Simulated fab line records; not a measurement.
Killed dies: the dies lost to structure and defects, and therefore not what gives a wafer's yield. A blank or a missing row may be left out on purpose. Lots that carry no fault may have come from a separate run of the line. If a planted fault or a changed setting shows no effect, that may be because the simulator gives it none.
fab line records	flow rit-cmos
record lots=14	wafers=42	last-day=7
route steps=202 shown GATE@93 NSD@140 M1@186
lots that met no fault: from a run of the same line without faults
start-h: hours from the record's opening day to when the first of the lot's shown wafers began	wait-h: hours from the lot's prior step to this one	" unchanged from the row above	L1.1+2: a single row standing in for several wafers	- no value, or no start was given	* or withheld: withheld	< > ~ a bound
route shown NAME@n: a module of which the file shows steps, and the number in the route of the first	usual: mean and standard deviation over wafers with no fault	same: alike in all rows	chamber/n: place in a boat	sites: the reading at each site	_std_site: standard deviation of those values	_edge_site: outer sites' mean less inner sites'	radius-mm: for every site, how far away it sits from the centre of the wafer	mask NAME#n: copy n	behind: the most recent tool/chamber to have shaped the wafer	hold: cause of the lot's hold/its duration in hours/its outcome	device: names the non-switching transistor (n, p or np)	end of line: the tests these same wafers got at the end of their route	a step given without rows: its recipe and nothing more	killed: at the first sort, the dies lost to defects and structure; wafer yield is something else	map: the dies of a wafer, with x for killed, . for not killed, _ for no die there
set.NAME: the run value of the setting; set.NAME@STEP: its run value at that earlier step	model.NAME: the simulator's own value behind a step, which no gauge read
one table for each step of the route and one row for each wafer, over a sample of lots
services: when a tool's chamber went out of use (start-h, in hours from the record's first day, below 0 if earlier), for how many hours, and the reason
## steps
# step RIT_GATE_OVL_MEAS_17
# usual GATE_OVL=0.2/1.3
lot.wafer	tool	chamber	start-h	wait-h	GATE_OVL[nm]
L806.2	overlay-01	-	39.23	0.1	-0.2
L806.4	"	-	"	"	0.0
L806.6	"	-	"	"	-0.2
L807.3	overlay-01	-	41.80	0.1	-0.9
L807.5	"	-	"	"	-1.2
L807.6	"	-	"	"	-0.2
L808.1	overlay-02	-	46.08	0.1	0.9
L808.2	"	-	"	"	0.5
L808.5	"	-	"	"	0.5
L809.1	overlay-01	-	53.21	0.1	0.9
L809.2	"	-	"	"	1.0
L809.3	"	-	"	"	-0.3
L810.1	overlay-01	-	56.70	0.1	-0.4
L810.2	"	-	"	"	-1.8
L810.6	"	-	"	"	-2.2
L813.3	overlay-02	-	74.15	0.1	-1.3
L813.5	"	-	"	"	0.4
L813.6	"	-	"	"	-0.5
L816.1	overlay-01	-	88.35	0.1	2.6
L816.4	"	-	"	"	1.9
L816.5	"	-	"	"	-0.9
L819.1	overlay-01	-	103.42	0.1	-0.4
L819.3	"	-	"	"	1.7
L819.4	"	-	"	"	-0.2
L820.1	overlay-02	-	110.09	0.1	1.3
L820.2	"	-	"	"	1.4
L820.4	"	-	"	"	2.0
L822.1	overlay-02	-	118.63	0.1	-0.4
L822.3	"	-	"	"	0.6
L822.5	"	-	"	"	-1.4
L826.3	overlay-01	-	136.69	0.1	-0.1
L826.4	"	-	"	"	0.3
L826.5	"	-	"	"	-0.2
L827.3	overlay-01	-	141.43	0.1	-2.3
L827.4	"	-	"	"	-2.0
L827.5	"	-	"	"	-1.4
L828.3	overlay-01	-	148.97	0.1	0.5
L828.4	"	-	"	"	2.3
L828.5	"	-	"	"	0.3
L829.2	overlay-02	-	156.57	0.1	-1.4
L829.5	"	-	"	"	0.5
L829.6	"	-	"	"	1.9
# step RIT_NSD_STRIP_09
# recipe chemistry=O2	time-s=180	resist=NOVOLAK	platen-temp-c=withheld	power-w=500	pressure-mtorr=4000	o2-flow-sccm=4000
# usual drypump-motor-current-A=6.0/0.51
lot.wafer	tool	chamber	start-h	wait-h	drypump-motor-current-A	rf-hours-counter-h
L806.2	plasma-asher-04	0	49.50	0.1	6.4	27
L806.4	"	1	"	"	6.6	-
L806.6	"	1	"	"	6.6	-
L807.3	plasma-asher-02	1	52.09	0.1	5.7	-
L807.5	"	0	"	"	5.4	-
L807.6	"	1	"	"	5.7	-
L808.1	plasma-asher-04	0	57.05	0.1	6.4	28
L808.2	"	1	"	"	6.6	28
L808.5	"	0	"	"	6.4	-
L809.1	plasma-asher-01	1	63.70	0.1	6.3	41
L809.2	"	0	"	"	5.3	41
L809.3	"	0	"	"	5.3	-
L810.1	plasma-asher-01	1	67.35	0.1	6.3	41
L810.2	"	0	"	"	5.3	41
L810.6	"	1	"	"	6.3	-
L813.3	plasma-asher-01	1	85.86	0.1	6.3	-
L813.5	"	0	"	"	5.3	-
L813.6	"	1	"	"	6.3	-
L816.1	plasma-asher-04	0	100.66	0.1	6.4	32
L816.4	"	0	"	"	6.4	-
L816.5	"	1	"	"	6.6	-
L819.1	plasma-asher-04	0	113.67	0.1	6.4	34
L819.3	"	1	"	"	6.6	-
L819.4	"	0	"	"	6.4	-
L820.1	plasma-asher-01	0	121.02	0.1	5.3	47
L820.2	"	1	"	"	6.3	47
L820.4	"	1	"	"	6.3	-
L822.1	plasma-asher-01	1	129.13	0.1	6.3	48
L822.3	"	1	"	"	6.3	-
L822.5	"	0	"	"	5.4	-
L826.3	plasma-asher-02	1	147.73	0.1	5.7	-
L826.4	"	0	"	"	5.4	-
L826.5	"	1	"	"	5.7	-
L827.3	plasma-asher-01	0	152.57	0.1	5.3	-
L827.4	"	1	"	"	6.3	-
L827.5	"	0	"	"	5.4	-
L828.3	plasma-asher-02	0	160.44	0.1	5.4	-
L828.4	"	1	"	"	5.7	-
L828.5	"	1	"	"	5.7	-
L829.2	plasma-asher-01	0	168.56	0.1	5.3	52
L829.5	"	1	"	"	6.3	-
L829.6	"	0	"	"	5.4	-
# step RIT_M1_THK_MEAS_02
# recipe thk-meas-gauge=xrf	reads=Al_of_M1_SPUTTER_00
# usual M1_AL_THK=399/4.4
lot.wafer	tool	chamber	start-h	wait-h	M1_AL_THK[nm]
L806.2	film-metro-04	-	55.63	0.1	397
L806.4	"	-	"	"	393
L806.6	"	-	"	"	397
L807.3	film-metro-02	-	58.02	0.1	391
L807.5	"	-	"	"	394
L807.6	"	-	"	"	391
L808.1	film-metro-04	-	62.95	0.1	401
L808.2	"	-	"	"	398
L808.5	"	-	"	"	401
L809.1	film-metro-04	-	69.69	0.1	403
L809.2	"	-	"	"	408
L809.3	"	-	"	"	401
L810.1	film-metro-02	-	73.15	0.1	401
L810.2	"	-	"	"	401
L810.6	"	-	"	"	401
L813.3	film-metro-04	-	91.99	0.1	405
L813.5	"	-	"	"	400
L813.6	"	-	"	"	401
L816.1	film-metro-04	-	106.64	0.1	397
L816.4	"	-	"	"	399
L816.5	"	-	"	"	402
L819.1	film-metro-04	-	119.48	0.1	404
L819.3	"	-	"	"	404
L819.4	"	-	"	"	406
L820.1	film-metro-03	-	127.10	0.1	408
L820.2	"	-	"	"	397
L820.4	"	-	"	"	401
L822.1	film-metro-03	-	135.01	0.1	400
L822.3	"	-	"	"	398
L822.5	"	-	"	"	399
L826.3	film-metro-02	-	154.27	0.1	393
L826.4	"	-	"	"	393
L826.5	"	-	"	"	398
L827.3	film-metro-02	-	158.34	0.1	401
L827.4	"	-	"	"	404
L827.5	"	-	"	"	399
L828.3	film-metro-03	-	166.25	0.1	393
L828.4	"	-	"	"	394
L828.5	"	-	"	"	392
L829.2	film-metro-03	-	174.47	0.1	394
L829.5	"	-	"	"	395
L829.6	"	-	"	"	395
# step RIT_M1_COAT_04
# recipe resist=NOVOLAK	spin-rpm=2000	resist-thk-nm=1300
# usual spin-speed-rpm=2000.2/1.3
lot.wafer	tool	chamber	start-h	wait-h	spin-speed-rpm
L806.2	litho-track-04	0	56.02	0.1	2000.6
L806.4	"	0	"	"	2000.5
L806.6	"	0	"	"	2000.7
L807.3	litho-track-02	0	58.26	0.1	1999.9
L807.5	"	0	"	"	1999.6
L807.6	"	0	"	"	1999.6
L808.1	litho-track-04	0	63.16	0.1	2000.4
L808.2	"	0	"	"	1998.1
L808.5	"	0	"	"	1998.9
L809.1	litho-track-02	0	69.90	0.1	2001.8
L809.2	"	0	"	"	2002.7
L809.3	"	0	"	"	2000.7
L810.1	litho-track-04	0	73.36	0.1	2001.0
L810.2	"	0	"	"	2003.0
L810.6	"	0	"	"	2003.0
L813.3	litho-track-04	0	92.23	0.1	1615.1
L813.5	"	0	"	"	1615.8
L813.6	"	0	"	"	1616.3
L816.1	litho-track-04	0	106.85	0.1	1616.5
L816.4	"	0	"	"	1616.2
L816.5	"	0	"	"	1617.2
L819.1	litho-track-03	0	119.69	0.1	2000.6
L819.3	"	0	"	"	2001.5
L819.4	"	0	"	"	2001.9
L820.1	litho-track-03	0	127.40	0.1	1998.6
L820.2	"	0	"	"	2000.2
L820.4	"	0	"	"	1999.4
L822.1	litho-track-02	0	135.22	0.1	2002.6
L822.3	"	0	"	"	2002.4
L822.5	"	0	"	"	2003.0
L826.3	litho-track-02	0	154.51	0.1	1999.0
L826.4	"	0	"	"	2000.6
L826.5	"	0	"	"	2000.6
L827.3	litho-track-03	0	158.58	0.1	2000.5
L827.4	"	0	"	"	2001.0
L827.5	"	0	"	"	1999.9
L828.3	litho-track-02	0	166.49	0.1	1998.2
L828.4	"	0	"	"	2001.1
L828.5	"	0	"	"	2000.0
L829.2	litho-track-03	0	174.69	0.1	1997.9
L829.5	"	0	"	"	1998.2
L829.6	"	0	"	"	2000.3
# step RIT_M1_CD_MEAS_09
# recipe target-cd-nm=2600
# usual cd-nm=2599.7/2.5
lot.wafer	tool	chamber	start-h	wait-h	cd-nm
L806.2	cd-sem-02	-	56.80	-	2602.7
L806.4	"	-	"	"	2605.9
L806.6	"	-	"	"	2604.3
L807.3	cd-sem-02	-	58.98	-	2600.8
L807.5	"	-	"	"	2599.1
L807.6	"	-	"	"	2598.8
L808.1	cd-sem-02	-	63.89	-	2597.5
L808.2	"	-	"	"	2598.9
L808.5	"	-	"	"	2599.1
L809.1	cd-sem-02	-	70.75	-	2599.6
L809.2	"	-	"	"	2598.9
L809.3	"	-	"	"	2600.0
L810.1	cd-sem-01	-	74.29	-	2599.1
L810.2	"	-	"	"	2599.0
L810.6	"	-	"	"	2597.5
L813.3	cd-sem-02	-	92.95	-	2611.2
L813.5	"	-	"	"	2611.8
L813.6	"	-	"	"	2612.2
L816.1	cd-sem-02	-	107.58	-	2609.7
L816.4	"	-	"	"	2612.1
L816.5	"	-	"	"	2612.9
L819.1	cd-sem-02	-	120.55	-	2599.0
L819.3	"	-	"	"	2599.4
L819.4	"	-	"	"	2598.3
L820.1	cd-sem-02	-	128.13	-	2602.7
L820.2	"	-	"	"	2603.1
L820.4	"	-	"	"	2602.0
L822.1	cd-sem-02	-	135.95	-	2597.6
L822.3	"	-	"	"	2599.2
L822.5	"	-	"	"	2598.6
L826.3	cd-sem-02	-	155.36	-	2596.5
L826.4	"	-	"	"	2597.8
L826.5	"	-	"	"	2597.6
L827.3	cd-sem-02	-	159.42	-	2603.1
L827.4	"	-	"	"	2601.4
L827.5	"	-	"	"	2601.7
L828.3	cd-sem-02	-	167.34	-	2601.0
L828.4	"	-	"	"	2599.1
L828.5	"	-	"	"	2600.1
L829.2	cd-sem-01	-	175.70	-	2597.3
L829.5	"	-	"	"	2597.1
L829.6	"	-	"	"	2596.8
# step RIT_M1_PROBE_99
# usual defect-limited-yield=97.5/1.2	killed-at-contacts=0.1/0.24	killed-at-front-end=7/3.1	killed-dies=7/3.1	killed-open=3.3/2	killed-short=3.4/2.1	sort_bin_3_pad_short=0.1/0.21	sort_bin_5_function=1.4/0.79	sort_bin_6_memory=1.0/0.65	sort-n-pass=257/3.1	sort-yield-pct=97.5/1.2
# same gross-dies=264	killed_at_M0_to_M3=0	killed_at_M4_up=0	killed-at-back-side=0	killed-at-other=0
lot.wafer	tool	chamber	start-h	wait-h	defect-limited-yield[%]	killed-at-contacts	killed-at-front-end	killed-dies	killed-open	killed-short	sort_bin_3_pad_short[%]	sort_bin_5_function[%]	sort_bin_6_memory[%]	sort-n-pass	sort-yield-pct[%]
L806.2	prober-01	-	60.78	0.1	98.1	0	5	5	2	3	0.4	1.5	0	259	98.1
L806.4	prober-01	-	60.88	0.2	98.9	0	3	3	2	1	0	0.8	0.4	261	98.9
L806.6	prober-01	-	60.98	0.2	97.0	0	8	8	3	5	0.4	1.9	0.8	256	97.0
L807.3	prober-02	-	62.33	0.2	98.5	0	4	4	1	3	0.4	0.8	0.4	260	98.5
L807.5	prober-02	-	62.43	0.2	97.3	0	7	7	3	4	0.4	1.1	1.1	257	97.3
L807.6	prober-02	-	62.48	0.2	94.3	0	15	15	7	8	0.4	1.9	3.4	249	94.3
L808.1	prober-01	-	67.47	0.1	95.1	0	13	13	7	6	0.4	3.8	0.8	251	95.1
L808.2	prober-01	-	67.52	0.1	97.7	0	6	6	4	2	0	1.5	0.8	258	97.7
L808.5	prober-01	-	67.67	0.2	97.3	0	7	7	3	4	0	1.9	0.8	257	97.3
L809.1	prober-02	-	74.04	0.1	97.7	0	6	6	1	5	0	1.5	0.8	258	97.7
L809.2	prober-02	-	74.09	0.1	94.7	0	14	14	9	5	0	3.0	2.3	250	94.7
L809.3	prober-02	-	74.14	0.2	96.6	1	8	9	3	6	0.4	1.9	1.1	255	96.6
L810.1	prober-01	-	78.10	0.1	98.5	0	4	4	3	1	0	1.1	0.4	260	98.5
L810.2	prober-01	-	78.15	0.1	97.7	0	6	6	3	3	0.4	1.5	0.4	258	97.7
L810.6	prober-01	-	78.35	0.2	97.7	1	5	6	5	1	0	1.5	0.8	258	97.7
L813.3	prober-02	-	95.67	0.2	98.5	0	4	4	2	2	0	1.5	0	260	98.5
L813.5	prober-02	-	95.77	0.2	98.5	0	4	4	2	2	0	1.1	0.4	260	98.5
L813.6	prober-02	-	95.82	0.2	99.2	0	2	2	1	1	0	0.4	0.4	262	99.2
L816.1	prober-02	-	110.41	0.1	97.3	0	7	7	1	6	0	1.9	0.8	257	97.3
L816.4	prober-02	-	110.56	0.2	97.3	0	7	7	2	5	0	1.1	1.5	257	97.3
L816.5	prober-02	-	110.61	0.2	97.7	0	6	6	1	5	0	1.5	0.8	258	97.7
L819.1	prober-01	-	123.67	0.1	98.5	0	4	4	2	2	0.8	0.4	0.4	260	98.5
L819.3	prober-01	-	123.77	0.2	95.5	1	11	12	4	8	0.4	2.7	1.5	252	95.5
L819.4	prober-01	-	123.82	0.2	97.3	0	7	7	3	4	0	1.1	1.5	257	97.3
L820.1	prober-02	-	130.80	0.1	97.7	0	6	6	4	2	0	1.9	0.4	258	97.7
L820.2	prober-02	-	130.85	0.1	98.1	0	5	5	3	2	0	1.1	0.8	259	98.1
L820.4	prober-02	-	130.95	0.2	95.1	0	13	13	7	6	0.4	1.9	2.7	251	95.1
L822.1	prober-02	-	138.60	0.1	97.7	0	6	6	3	3	0	0.8	1.5	258	97.7
L822.3	prober-02	-	138.70	0.2	97.7	0	6	6	2	4	0	1.1	1.1	258	97.7
L822.5	prober-02	-	138.80	0.2	96.6	0	9	9	8	1	0	1.9	1.5	255	96.6
L826.3	prober-02	-	159.41	0.2	97.0	0	8	8	4	4	0.4	1.5	1.1	256	97.0
L826.4	prober-02	-	159.46	0.2	98.1	0	5	5	4	1	0	1.1	0.8	259	98.1
L826.5	prober-02	-	159.51	0.2	97.7	0	6	6	3	3	0	0.8	1.5	258	97.7
L827.3	prober-01	-	162.14	0.2	100.0	0	0	0	0	0	0	0	0	264	100.0
L827.4	prober-01	-	162.19	0.2	97.3	1	6	7	3	4	0.4	1.1	1.1	257	97.3
L827.5	prober-01	-	162.24	0.2	98.1	0	5	5	5	0	0	1.9	0	259	98.1
L828.3	prober-02	-	170.48	0.2	98.9	0	3	3	1	2	0	0.4	0.8	261	98.9
L828.4	prober-02	-	170.53	0.2	98.9	0	3	3	1	2	0	1.1	0	261	98.9
L828.5	prober-02	-	170.58	0.2	98.1	0	5	5	3	2	0.4	0.8	0.8	259	98.1
L829.2	prober-01	-	178.72	0.1	99.2	0	2	2	0	2	0	0.8	0	262	99.2
L829.5	prober-01	-	178.87	0.2	98.5	0	4	4	3	1	0	0	1.5	260	98.5
L829.6	prober-01	-	178.92	0.2	97.3	0	7	7	5	2	0	1.5	1.1	257	97.3
# killed by level:class
L806.2 GATE:geometric-particle:open=2 FOX1:geometric-particle:short=1 FOX2:geometric-particle:short=1 GATE:geometric-particle:short=1
L806.4 SILICIDE:geometric-particle:open=2 GATE:geometric-particle:short=1
L806.6 GATE:geometric-particle:short=2 GATE:geometric-particle:open=2 FOX1:geometric-particle:short=1 FOX1:geometric-particle:open=1 SPACER:geometric-particle:short=1 SILICIDE:geometric-particle:short=1
L807.3 FOX1:geometric-particle:short=2 GATE:geometric-particle:short=1 SPACER:geometric-particle:open=1
L807.5 GATE:geometric-particle:short=2 GATE:geometric-particle:open=2 REOX:geometric-particle:short=1 SPACER:geometric-particle:open=1 SPACER:geometric-particle:short=1
L807.6 FOX1:geometric-particle:open=5 FOX1:geometric-particle:short=4 GATE:geometric-particle:short=2 GATE:geometric-particle:open=2 REOX:geometric-particle:short=2
L808.1 GATE:geometric-particle:open=4 GATE:geometric-particle:short=3 FOX1:geometric-particle:open=1 FOX1:geometric-particle:short=1 FOX2:geometric-particle:open=1 REOX:geometric-particle:short=1 SPACER:geometric-particle:short=1 SILICIDE:geometric-particle:open=1
L808.2 FOX2:geometric-particle:open=2 GATE:geometric-particle:short=1 GATE:geometric-particle:open=1 REOX:geometric-particle:short=1 SILICIDE:geometric-particle:open=1
L808.5 REOX:geometric-particle:open=2 FOX2:geometric-particle:short=1 FOX2:geometric-particle:open=1 GATE:geometric-particle:short=1 SPACER:geometric-particle:short=1 SILICIDE:geometric-particle:short=1
L809.1 REOX:geometric-particle:short=2 FOX1:geometric-particle:short=1 FOX2:geometric-particle:open=1 GATE:geometric-particle:short=1 SPACER:geometric-particle:short=1
L809.2 GATE:geometric-particle:open=3 SPACER:geometric-particle:short=3 FOX1:geometric-particle:open=2 REOX:geometric-particle:open=2 ACTIVE:geometric-particle:open=1 FOX2:geometric-particle:open=1 FOX2:geometric-particle:short=1 GATE:geometric-particle:short=1
L809.3 FOX1:geometric-particle:short=2 GATE:geometric-particle:short=2 FOX1:geometric-particle:open=1 GATE:geometric-particle:open=1 REOX:geometric-particle:short=1 SPACER:geometric-particle:open=1 CONTACT:geometric-particle:short=1
L810.1 FOX1:geometric-particle:open=1 GATE:geometric-particle:open=1 GATE:geometric-particle:short=1 SILICIDE:geometric-particle:open=1
L810.2 GATE:geometric-particle:open=2 GATE:geometric-particle:short=1 REOX:geometric-particle:short=1 SPACER:geometric-particle:open=1 SILICIDE:geometric-particle:short=1
L810.6 FOX1:geometric-particle:open=1 GATE:geometric-particle:open=1 SPACER:geometric-particle:open=1 SILICIDE:geometric-particle:open=1 SILICIDE:geometric-particle:short=1 CONTACT:geometric-particle:open=1
L813.3 FOX2:geometric-particle:open=1 GATE:geometric-particle:short=1 SPACER:geometric-particle:open=1 SPACER:geometric-particle:short=1
L813.5 REOX:geometric-particle:short=2 GATE:geometric-particle:open=1 SPACER:geometric-particle:open=1
L813.6 GATE:geometric-particle:short=1 SPACER:geometric-particle:open=1
L816.1 FOX1:geometric-particle:short=2 GATE:geometric-particle:short=2 SILICIDE:geometric-particle:short=2 GATE:geometric-particle:open=1
L816.4 REOX:geometric-particle:short=2 FOX1:geometric-particle:short=1 GATE:geometric-particle:short=1 GATE:geometric-particle:open=1 SPACER:geometric-particle:open=1 SILICIDE:geometric-particle:short=1
L816.5 SILICIDE:geometric-particle:short=3 REOX:geometric-particle:short=2 REOX:geometric-particle:open=1
L819.1 FOX2:geometric-particle:short=1 GATE:geometric-particle:open=1 REOX:geometric-particle:short=1 SPACER:geometric-particle:open=1
L819.3 GATE:geometric-particle:short=4 REOX:geometric-particle:open=2 FOX1:geometric-particle:short=1 GATE:geometric-particle:open=1 REOX:geometric-particle:short=1 SPACER:geometric-particle:open=1 SILICIDE:geometric-particle:short=1 CONTACT:geometric-particle:short=1
L819.4 GATE:geometric-particle:open=3 GATE:geometric-particle:short=2 FOX1:geometric-particle:short=1 REOX:geometric-particle:short=1
L820.1 SILICIDE:geometric-particle:open=4 GATE:geometric-particle:short=2
L820.2 FOX1:geometric-particle:short=1 GATE:geometric-particle:open=1 REOX:geometric-particle:open=1 SPACER:geometric-particle:open=1 SILICIDE:geometric-particle:short=1
L820.4 GATE:geometric-particle:short=3 GATE:geometric-particle:open=2 REOX:geometric-particle:open=2 SILICIDE:geometric-particle:open=2 FOX1:geometric-particle:short=1 REOX:geometric-particle:short=1 SPACER:geometric-particle:open=1 SPACER:geometric-particle:short=1
L822.1 GATE:geometric-particle:short=2 SPACER:geometric-particle:open=2 FOX1:geometric-particle:short=1 GATE:geometric-particle:open=1
L822.3 GATE:geometric-particle:open=1 GATE:geometric-particle:short=1 REOX:geometric-particle:short=1 SPACER:geometric-particle:short=1 SPACER:geometric-particle:open=1 SILICIDE:geometric-particle:short=1
L822.5 GATE:geometric-particle:open=5 SPACER:geometric-particle:open=2 GATE:geometric-particle:short=1 SILICIDE:geometric-particle:open=1
L826.3 GATE:geometric-particle:open=2 SILICIDE:geometric-particle:short=2 FOX1:geometric-particle:open=1 FOX2:geometric-particle:short=1 FOX2:geometric-particle:open=1 GATE:geometric-particle:short=1
L826.4 FOX1:geometric-particle:open=1 GATE:geometric-particle:open=1 GATE:geometric-particle:short=1 SPACER:geometric-particle:open=1 SILICIDE:geometric-particle:open=1
L826.5 GATE:geometric-particle:short=3 GATE:geometric-particle:open=2 SILICIDE:geometric-particle:open=1
L827.4 FOX1:geometric-particle:open=1 FOX2:geometric-particle:short=1 GATE:geometric-particle:short=1 REOX:geometric-particle:open=1 SPACER:geometric-particle:short=1 SPACER:geometric-particle:open=1 CONTACT:geometric-particle:short=1
L827.5 REOX:geometric-particle:open=3 FOX1:geometric-particle:open=1 FOX2:geometric-particle:open=1
L828.3 SPACER:geometric-particle:short=2 FOX1:geometric-particle:open=1
L828.4 SPACER:geometric-particle:short=1 SILICIDE:geometric-particle:open=1 SILICIDE:geometric-particle:short=1
L828.5 SILICIDE:geometric-particle:short=2 FOX1:geometric-particle:open=1 GATE:geometric-particle:open=1 SILICIDE:geometric-particle:open=1
L829.2 FOX1:geometric-particle:short=1 SPACER:geometric-particle:short=1
L829.5 GATE:geometric-particle:open=2 SILICIDE:geometric-particle:short=1 SILICIDE:geometric-particle:open=1
L829.6 SILICIDE:geometric-particle:open=2 FOX1:geometric-particle:open=1 FOX2:geometric-particle:short=1 FOX2:geometric-particle:open=1 GATE:geometric-particle:open=1 SILICIDE:geometric-particle:short=1
## services
tool	chamber	start-h	hours	kind
plasma-asher-04	-	87.09	2.8	pm
plasma-asher-02	-	108.75	9.0	pm
plasma-asher-02	0	108.75	9.0	vent-cycle
plasma-asher-02	1	108.75	9.0	vent-cycle
plasma-asher-04	-	114.73	0.3	repair
plasma-asher-04	-	115.27	2.3	repair
plasma-asher-02	0	117.75	-	clean
plasma-asher-02	1	117.75	-	clean
plasma-asher-02	-	144.55	1.7	repair
plasma-asher-01	-	145.50	6.2	pm
## key
first-sign step=RIT_M1_COAT_04	reading=spin-speed-rpm	direction=down	sigmas=99+	usual=2000.2	struck=1616.2
effect step=RIT_M1_CD_MEAS_09	reading=cd-nm	direction=up	sigmas=4.8	usual=2599.7	struck=2611.6
met-at RIT_M1_COAT_04
struck-lots L813,L816
not-acting-at RIT_GATE_OVL_MEAS_17,RIT_NSD_STRIP_09,RIT_M1_THK_MEAS_02
onset-between 73.36 92.23
fault kind=process-parameter-drift	tool=litho-track-04	chamber=-	onset-h=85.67	steps=RIT_M1_COAT_04	channel=spin-rpm	offset=-384.03	shape=step	end-h=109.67	acts-in=these-recipes-only	stated=2000
